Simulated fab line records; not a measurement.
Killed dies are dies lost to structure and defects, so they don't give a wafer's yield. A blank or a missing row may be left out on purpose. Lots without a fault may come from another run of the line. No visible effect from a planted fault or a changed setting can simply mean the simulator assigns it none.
A lot that was struck, set against a sound lot -- flow berkeleyCmos170 -- 18 out of 331 route steps
Sound: these wafers, L740.1, L740.3, L740.5. Struck: wafers L752.2, L752.5, L752.6. The cause is named last.
Each step with rows lists, per side, the tool, then ch with its chambers, then its first start. Under that, the readings that differ: sound wafers -- struck wafers -- difference of the means -- sigmas: that difference in standard deviations of wafers without a fault.
alike: a reading whose means differ by less than 2 such deviations, as well as words and numbers matching on both sides. not compared: withheld readings; readings where some wafer has no value; bounds like >300 that might hide an equal value; numbers whose values overlap and for which the record gives no deviation.
The two part at a step that has a row with sigmas, a row that says differs or no value, or rows on one side only. Non-overlapping numbers with no deviation appear without sigmas and do not part them. Lack of a reading on every wafer of one side parts them only where that side has two or more wafers.

UCB170_GATE_ETCH_15: etches poly-Si in HBr/Cl2, stops on SiO2, time 56.3 s, target depth 278.2 nm.
  sound on rieSi-02 ch 1,2,3, day 7 09:46; struck on rieSi-02 ch 1,2,3, day 10 01:37
  alike: drypumpMotorCurrentA, mfcCl2Sccm, oesProductAu, throttleValvePct
  not compared: rfHoursCounterH
UCB170_GATE_STRIP_16: strips in O2.
  sound on plasmaAsher-03 ch 0,1, day 7 09:49; struck on plasmaAsher-03 ch 0,1, day 10 01:40
  alike: drypumpMotorCurrentA, oesProductAu
  not compared: rfHoursCounterH
UCB170_GATE_CD_MEAS_90: target cd 350 nm.
  sound on cdSem-01, day 7 09:55; struck on cdSem-02, day 10 01:47
  alike: cdNm
then, 7 steps without rows for these wafers: UCB170_GATE_CLEAN_17 (cleans in SPM, time 600 s); UCB170_PLDD_HMDS_00 (prime time 60 s); UCB170_PLDD_COAT_01 (resist thk 900 nm); UCB170_PLDD_SOFTBAKE_02 (time 60 s); UCB170_PLDD_EXPOSE_03 (exposes mask PSELECT, target cd 1200 nm); UCB170_PLDD_PEB_04; UCB170_PLDD_DEVELOP_05 (develop time 45 s).
UCB170_PLDD_CD_MEAS_06: target cd 1200 nm.
  sound on cdSem-02, day 7 12:15; struck on cdSem-02, day 10 03:15
  alike: cdNm
UCB170_PLDD_OVL_MEAS_07:
  sound on overlay-02, day 7 12:22; struck on overlay-01, day 10 03:22
  alike: PLDD_OVL
UCB170_PLDD_IMPLANT_08:
  sound on implanter-04 ch 0, day 7 12:25; struck on implanter-04 ch 0, day 10 03:25
reading,sound,struck,difference,sigmas
beamEnergyKeV,10.007 10.003 10.005,13.502 13.496 13.498,+3.494,+99 or more
model.implant.rpNm (nm),10.4 10.4 10.4,13.03 13.03 13.03,+2.63,
model.implant.drpNm (nm),6.005 6.005 6.005,7.392 7.392 7.392,+1.387,
following that, these wafers have no rows for 1 step: UCB170_PLDD_IMPLANT_09.
UCB170_PLDD_STRIP_10: strips in O2.
  sound on plasmaAsher-04 ch 0,1, day 7 12:43; struck on plasmaAsher-02 ch 0,1, day 10 03:41
  alike: drypumpMotorCurrentA, oesProductAu, stripTimeToEndpointS
  not compared: rfHoursCounterH
UCB170_PLDD_TW_MEAS_11:
  sound on filmMetro-04, day 7 12:49; struck on filmMetro-03, day 10 03:48
reading,sound,struck,difference,sigmas
PLDD_TW,1009 1014 1013,1053 1049 1049,+38,+8
then, 1 step without rows for these wafers: UCB170_PLDD_CLEAN_12 (cleans in SPM, time 600 s).
UCB170_M3_PROBE_99:
  record: rows for the struck wafers here (prober-01, day 11 14:49), none for the sound ones

== WHERE THEY PART ==
Earliest at UCB170_PLDD_IMPLANT_08; latest, in this record, at UCB170_M3_PROBE_99.

WHY: what the simulator had put in
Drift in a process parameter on implanter-04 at UCB170_PLDD_IMPLANT_08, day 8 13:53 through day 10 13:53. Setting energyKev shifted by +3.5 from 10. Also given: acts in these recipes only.
